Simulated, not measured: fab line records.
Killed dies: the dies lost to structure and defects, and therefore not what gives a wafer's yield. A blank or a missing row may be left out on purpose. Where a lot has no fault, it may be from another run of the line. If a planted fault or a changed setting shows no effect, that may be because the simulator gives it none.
fab line records	flow berkeley-cmos170
record lots=6	wafers=18	last-day=11
route steps=331 shown ZERO@6 NWELL@14
lots that met no fault: from a run of the same line without faults
start-h: hours from the record's opening day to when the first of the lot's shown wafers began	wait-h: hours from the lot's prior step to this one	" identical to the entry in the row above	L1.1+2: several wafers, shown together as one row	- value missing, or start not given	* or withheld: withheld	< > ~ a bound
route shown NAME@n: names a module that has steps shown in the file, with the first one's number in the route	usual: average and standard deviation across the fault-free wafers	same: alike in all rows	chamber/n: place in a boat	sites: the reading at each site	_std_site: standard deviation of those values	_edge_site: outer sites' mean less inner sites'	radius-mm: for every site, how far away it sits from the centre of the wafer	mask NAME#n: copy n	behind: the last tool/chamber to shape the wafer	hold: why the lot went on hold/how many hours it stayed there/how the hold came to an end	device: the n, p or np transistor that did not switch	end of line: tests of these same wafers at the route's end	for a step that has no rows: nothing shown but its recipe	killed: dies lost to structure and defects at the first sort, not the wafer's yield	map: a wafer's dies, marking killed ones x, the rest . and places with no die _
set.NAME: setting as actually run; set.NAME@STEP: the setting as run at that earlier step	model.NAME: the simulator's own value behind a step, which no gauge read
a table for each step, a row for each wafer; lots at some steps of the route
services: when a tool's chamber went out of use (start-h, in hours from the record's first day, below 0 if earlier), for how many hours, and the reason
## steps
# step UCB170_ZERO_HMDS_00
# recipe prime-time-s=60	prime-temp-c=100
# step UCB170_ZERO_COAT_01
# recipe resist=KrF	spin-rpm=1500	resist-thk-nm=900
# step UCB170_ZERO_SOFTBAKE_02
# recipe resist=KrF	temp-c=130	time-s=60
# step UCB170_ZERO_EXPOSE_03
# recipe mask-id=PM_MARKS	na=0.5	sigma-outer=0.6	source-shape=conventional	target-cd-nm=4000	dose-mj=30
# step UCB170_ZERO_PEB_04
# recipe peb-temp-c=130	peb-time-s=withheld	resist=KrF
# step UCB170_ZERO_DEVELOP_05
# recipe developer=TMAH	develop-time-s=45	resist=KrF	dev-temp-c=21
# step UCB170_ZERO_ETCH_06
# recipe chemistry=CHF3/CF4/Ar	target=SiO2	time-s=12	pressure-mtorr=100	rf-w=500	CHF3_flow_sccm=50	cf4-flow-sccm=10	Ar_flow_sccm=120	over-etch-frac=1.58
# usual drypump-motor-current-A=5.7/0.39	oes-product-au=0.619/0.0093	throttle-valve-pct=9.23/0.13
lot.wafer	tool	chamber	start-h	wait-h	drypump-motor-current-A	oes-product-au	rf-hours-counter-h	throttle-valve-pct
L913.3	rie-diel-01	0	29.36	-	5.7	0.623	49	9.26
L913.5	"	0	"	"	5.8	0.629	-	9.23
L913.6	"	3	"	"	5.5	0.621	-	9.02
L917.1	rie-diel-02	1	51.80	-	5.5	0.629	64	9.38
L917.3	"	0	"	"	6.0	0.621	171	9.37
L917.4	"	2	"	"	5.5	0.618	131	9.09
L924.1	rie-diel-01	1	85.58	-	5.5	0.627	140	9.28
L924.5	"	0	"	"	5.7	0.637	-	9.25
L924.6	"	3	"	"	5.5	0.617	-	9.04
L925.1	rie-diel-03	0	86.94	-	5.5	0.623	29	9.37
L925.2	"	2	"	"	6.0	0.608	102	8.99
L925.4	"	3	"	"	5.3	0.623	128	9.17
L928.3	rie-diel-01	1	103.46	-	5.5	0.633	141	9.27
L928.5	"	2	"	"	6.6	0.623	-	9.14
L928.6	"	1	"	"	5.5	0.624	-	9.29
L932.1	rie-diel-01	3	125.55	-	5.5	0.620	0	9.04
L932.3	"	2	"	"	6.6	0.623	95	9.13
L932.6	"	1	"	"	5.5	0.631	-	9.29
# step UCB170_ZERO_STRIP_07
# recipe chemistry=O2	power-w=400	pressure-mtorr=3500	platen-temp-c=withheld	o2-flow-sccm=400	overash-fraction=0.5
# usual drypump-motor-current-A=5.7/0.63	oes-product-au=0.728/0.0042	strip-time-to-endpoint-s=21.49/0.052
# same overash-fraction=0.5
lot.wafer	tool	chamber	start-h	wait-h	drypump-motor-current-A	oes-product-au	rf-hours-counter-h	strip-time-to-endpoint-s
L913.3	plasma-asher-03	0	29.42	0.0	6.1	0.730	-	21.44
L913.5	"	1	"	"	4.9	0.736	-	21.43
L913.6	"	0	"	"	6.1	0.730	-	21.43
L917.1	plasma-asher-03	1	51.83	0.0	4.9	0.726	32	21.45
L917.3	"	0	"	"	6.1	0.738	-	21.52
L917.4	"	1	"	"	4.9	0.729	-	21.50
L924.1	plasma-asher-01	1	85.60	0.0	5.6	0.729	41	21.50
L924.5	"	1	"	"	5.6	0.730	-	21.53
L924.6	"	0	"	"	5.0	0.724	-	21.50
L925.1	plasma-asher-03	0	86.97	0.0	6.1	0.735	36	21.45
L925.2	"	1	"	"	4.9	0.732	36	21.47
L925.4	"	0	"	"	6.1	0.725	-	21.44
L928.3	plasma-asher-03	1	103.51	0.0	4.9	0.728	-	21.57
L928.5	"	1	"	"	4.9	0.724	-	21.52
L928.6	"	0	"	"	6.1	0.723	-	21.53
L932.1	plasma-asher-03	0	125.57	0.0	6.0	0.726	0	21.48
L932.3	"	1	"	"	4.9	0.725	-	21.49
L932.6	"	1	"	"	4.9	0.730	-	21.44
# step UCB170_NWELL_WET_ETCH_00
# recipe chemistry=dHF	dilution=25:1	target=SiO2	temp-c=25	time-s=200
# step UCB170_NWELL_OXIDATION_01
# recipe temp-c=1000	ambient=O2	target-thk-a=264	ox-time-s=1260
# step UCB170_NWELL_THK_MEAS_02
# recipe reads=SiO2_of_NWELL_OXIDATION_01
# usual NWELL_OXIDE_THK=26.2/0.4
lot.wafer	tool	chamber	start-h	wait-h	NWELL_OXIDE_THK[nm]
L913.3	film-metro-03	-	34.92	0.0	26.0
L913.5	"	-	"	"	26.3
L913.6	"	-	"	"	25.9
L917.1	film-metro-01	-	57.03	0.0	26.2
L917.3	"	-	"	"	26.3
L917.4	"	-	"	"	26.0
L924.1	film-metro-03	-	90.11	0.0	26.7
L924.5	"	-	"	"	26.6
L924.6	"	-	"	"	26.5
L925.1	film-metro-04	-	90.11	0.0	26.2
L925.2	"	-	"	"	26.3
L925.4	"	-	"	"	26.2
L928.3	film-metro-01	-	108.17	0.0	26.4
L928.5	"	-	"	"	26.1
L928.6	"	-	"	"	25.9
L932.1	film-metro-04	-	128.65	0.0	26.7
L932.3	"	-	"	"	26.8
L932.6	"	-	"	"	26.5
# step UCB170_NWELL_ANNEAL_03
# recipe temp-c=1000	time-s=900	ambient=N2
# step UCB170_NWELL_CVD_04
# recipe material=Si3N4	target-thk-nm=224	temp-c=800	precursor=SiH2Cl2/NH3	time-s=3360	pressure-mtorr=200	sih2cl2-flow-sccm=25	nh3-flow-sccm=75
# usual sih2cl2-flow-sccm=25.01/0.073	spike-tc-centre-C=803.8/1.2	spike-tc-load-C=826.0/2.2	spike-tc-source-C=823.4/1.1	susceptor-temp-C=800.0/0.31
lot.wafer	tool	chamber	start-h	wait-h	sih2cl2-flow-sccm	spike-tc-centre-C	spike-tc-load-C	spike-tc-source-C	susceptor-temp-C	model.Si3N4_of_NWELL_CVD_04.thk-nm
L913.3	lpcvd-01	0	39.05	0.2	25.03	802.4	826.8	822.8	800.3	223.3
L913.5	"	0	"	"	24.91	803.9	824.1	824.0	800.0	220.7
L913.6	"	0	"	"	25.03	804.3	826.2	823.6	799.8	221.3
L917.1	lpcvd-02	0	63.13	0.0	25.03	803.4	825.8	823.7	799.9	222.3
L917.3	"	0	"	"	25.03	803.7	826.6	824.0	800.0	222
L917.4	"	0	"	"	25.10	804.3	825.8	823.4	800.6	222.8
L924.1	lpcvd-02	0	95.80	0.0	25.03	813.6	835.2	832.0	808.4	265.3
L924.5	"	0	"	"	25.01	814.1	835.6	833.8	808.4	268.6
L924.6	"	0	"	"	24.95	812.5	835.5	832.0	808.6	264.8
L925.1	lpcvd-02	1	95.80	0.0	25.12	810.5	836.0	832.1	809.1	263.6
L925.2	"	1	"	"	25.01	811.1	836.9	833.1	808.8	262.7
L925.4	"	1	"	"	25.16	811.3	835.4	832.1	808.7	263.4
L928.3	lpcvd-01	1	111.08	0.0	24.92	802.1	816.9	823.8	799.9	227.6
L928.5	"	1	"	"	25.00	802.8	816.4	822.6	800.3	227
L928.6	"	1	"	"	25.10	801.7	817.3	824.5	799.3	227.2
L932.1	lpcvd-01	0	132.09	0.0	25.08	804.0	826.5	822.3	799.9	226.4
L932.3	"	0	"	"	24.96	803.6	825.9	823.9	799.7	227
L932.6	"	0	"	"	25.05	805.1	826.0	822.7	799.7	227.7
# step UCB170_NWELL_THK_MEAS_05
# recipe reads=Si3N4_of_NWELL_CVD_04
# usual NWELL_NITRIDE_THK=224.5/2.5
lot.wafer	tool	chamber	start-h	wait-h	NWELL_NITRIDE_THK[nm]
L913.3	film-metro-03	-	41.00	0.0	223.1
L913.5	"	-	"	"	220.8
L913.6	"	-	"	"	221.1
L917.1	film-metro-04	-	65.06	0.0	222.4
L917.3	"	-	"	"	222.0
L917.4	"	-	"	"	222.5
L924.1	film-metro-01	-	97.74	0.0	265.5
L924.5	"	-	"	"	268.8
L924.6	"	-	"	"	264.9
L925.1	film-metro-01	-	97.80	0.1	263.4
L925.2	"	-	"	"	262.7
L925.4	"	-	"	"	263.2
L928.3	film-metro-01	-	113.03	0.0	227.5
L928.5	"	-	"	"	227.0
L928.6	"	-	"	"	227.0
L932.1	film-metro-04	-	134.03	0.0	226.6
L932.3	"	-	"	"	227.1
L932.6	"	-	"	"	227.7
# step UCB170_NWELL_HMDS_06
# recipe prime-time-s=60	prime-temp-c=100
# step UCB170_NWELL_COAT_07
# recipe resist=KrF	spin-rpm=1500	resist-thk-nm=900
# step UCB170_NWELL_SOFTBAKE_08
# recipe resist=KrF	temp-c=130	time-s=60
# step UCB170_NWELL_EXPOSE_09
# recipe mask-id=NWELL	target-cd-nm=3000	na=0.5	sigma-outer=0.6	source-shape=conventional	dose-mj=25
# step UCB170_NWELL_PEB_10
# recipe peb-temp-c=130	peb-time-s=withheld	resist=KrF
# step UCB170_NWELL_DEVELOP_11
# recipe developer=TMAH	develop-time-s=45	resist=KrF	dev-temp-c=21
# step UCB170_NWELL_OVL_MEAS_12
# usual NWELL_OVL=-1/6.9
lot.wafer	tool	chamber	start-h	wait-h	NWELL_OVL[nm]
L913.3	overlay-02	-	42.05	-	4
L913.5	"	-	"	"	8
L913.6	"	-	"	"	9
L917.1	overlay-02	-	65.96	-	-6
L917.3	"	-	"	"	-5
L917.4	"	-	"	"	-1
L924.1	overlay-01	-	98.64	-	-6
L924.5	"	-	"	"	-1
L924.6	"	-	"	"	-1
L925.1	overlay-01	-	99.23	-	-11
L925.2	"	-	"	"	-12
L925.4	"	-	"	"	-7
L928.3	overlay-02	-	114.57	-	-8
L928.5	"	-	"	"	-3
L928.6	"	-	"	"	0
L932.1	overlay-02	-	136.01	-	1
L932.3	"	-	"	"	1
L932.6	"	-	"	"	9
# step UCB170_NWELL_ETCH_13
# recipe chemistry=CH3F/Ar/O2	target=Si3N4	stop-on=SiO2	CH3F_flow_sccm=20	Ar_flow_sccm=50	O2_flow_sccm=7	pressure-mtorr=50	rf-w=450	target-depth-a=2464	over-etch-frac=0.1	time-s=154
# usual drypump-motor-current-A=5.8/0.39	oes-product-au=0.944/0.012	throttle-valve-pct=7.98/0.11
lot.wafer	tool	chamber	start-h	wait-h	drypump-motor-current-A	oes-product-au	rf-hours-counter-h	throttle-valve-pct	model.etch.depth-nm
L913.3	rie-diel-01	2	42.08	0.0	6.6	0.941	92	7.97	223.3
L913.5	"	0	"	"	5.7	0.950	-	8.06	220.7
L913.6	"	3	"	"	5.5	0.932	-	7.86	221.3
L917.1	rie-diel-01	1	66.00	0.0	5.5	0.949	140	8.08	222.3
L917.3	"	3	"	"	5.4	0.935	166	7.86	222
L917.4	"	2	"	"	6.6	0.941	93	7.96	222.8
L924.1	rie-diel-03	0	98.67	0.0	5.5	0.991	29	8.15	239.9
L924.5	"	1	"	"	5.5	0.968	-	8.18	244.3
L924.6	"	0	"	"	5.5	0.998	-	8.16	241.1
L925.1	rie-diel-04	1	99.27	0.0	5.6	0.999	1	7.92	245.4
L925.2	"	0	"	"	6.3	1.001	11	8.03	247.1
L925.4	"	0	"	"	6.3	0.992	-	8.04	247.4
L928.3	rie-diel-04	0	114.60	0.0	6.3	0.955	12	8.03	227.6
L928.5	"	2	"	"	6.0	0.946	-	7.90	227
L928.6	"	0	"	"	6.3	0.951	-	8.02	227.2
L932.1	rie-diel-03	1	136.04	0.0	5.5	0.923	5	8.18	226.4
L932.3	"	2	"	"	6.0	0.930	104	7.82	227
L932.6	"	3	"	"	5.2	0.949	-	7.97	227.7
# step UCB170_NWELL_IMPLANT_14
# recipe species=P	dose-cm2=1e+13	energy-kev=150	tilt-deg=7
## services
tool	chamber	start-h	hours	kind
rie-diel-03	3	17.03	1.7	repair
rie-diel-04	0	23.77	3.6	repair
plasma-asher-01	-	56.36	1.4	repair
rie-diel-04	1	61.90	-	clean
rie-diel-04	1	61.90	24.0	scheduled-down
rie-diel-04	1	61.90	24.0	vent-cycle
rie-diel-02	-	64.36	0.3	repair
rie-diel-02	0	66.56	-	clean
rie-diel-01	2	87.16	1.3	repair
rie-diel-04	3	92.01	-	clean
rie-diel-04	3	92.01	27.1	scheduled-down
rie-diel-04	3	92.01	27.1	vent-cycle
rie-diel-03	3	98.54	13.0	repair
rie-diel-01	3	99.68	-	clean
rie-diel-01	3	99.68	25.0	scheduled-down
rie-diel-01	3	99.68	25.0	vent-cycle
rie-diel-01	-	108.16	14.6	pm
plasma-asher-03	-	108.75	9.0	pm
plasma-asher-03	0	108.75	9.0	vent-cycle
plasma-asher-03	1	108.75	9.0	vent-cycle
plasma-asher-03	0	117.75	-	clean
plasma-asher-03	1	117.75	-	clean
plasma-asher-03	-	126.91	15.6	pm
rie-diel-04	-	133.30	1.1	repair
## key
first-sign step=UCB170_NWELL_CVD_04	reading=susceptor-temp-C	direction=up	sigmas=28	usual=*	struck=*
effect step=UCB170_NWELL_CVD_04	reading=spike-tc-source-C	direction=up	sigmas=8.5	usual=823.4	struck=832.5
effect step=UCB170_NWELL_THK_MEAS_05	reading=NWELL_NITRIDE_THK	direction=up	sigmas=16	usual=224.5	struck=264.8
effect step=UCB170_NWELL_ETCH_13	reading=oes-product-au	direction=up	sigmas=3.9	usual=0.944	struck=0.991
model-effect step=UCB170_NWELL_CVD_04	value=Si3N4_of_NWELL_CVD_04.thk-nm	without=226.2	struck=264.7
model-effect step=UCB170_NWELL_ETCH_13	value=etch.depth-nm	without=226.2	struck=244.2
met-at UCB170_NWELL_CVD_04
struck-wafers L924.1,L924.5,L924.6,L925.1,L925.2,L925.4
later-rows-left-out L924.1,L924.5,L924.6,L925.1,L925.2,L925.4
sort-left-out L924.1,L924.5,L924.6,L925.1,L925.2,L925.4
tester-left-out L924,L925
onset-between 63.13 95.80
fault kind=process-parameter-drift	tool=lpcvd-02	chamber=-	onset-h=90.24	steps=UCB170_NWELL_CVD_04	channel=temp-c	offset=*	shape=step	end-h=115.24	acts-in=*	stated=*
# tester-left-out: of these lots the tester's yield and bins aren't shown, on N5 and GAA mostly nor the transistor test; their killed dies are dies lost to structure and defects alone, not to doping, threshold or leakage, so they don't give the yield
# sort-left-out: the simulated sort isn't trusted on such a fault, so these wafers' sort isn't shown, and their yield isn't known
# later-rows-left-out: the simulator's readings of these wafers behind a module that went badly wrong aren't trusted and aren't shown, but for the sort
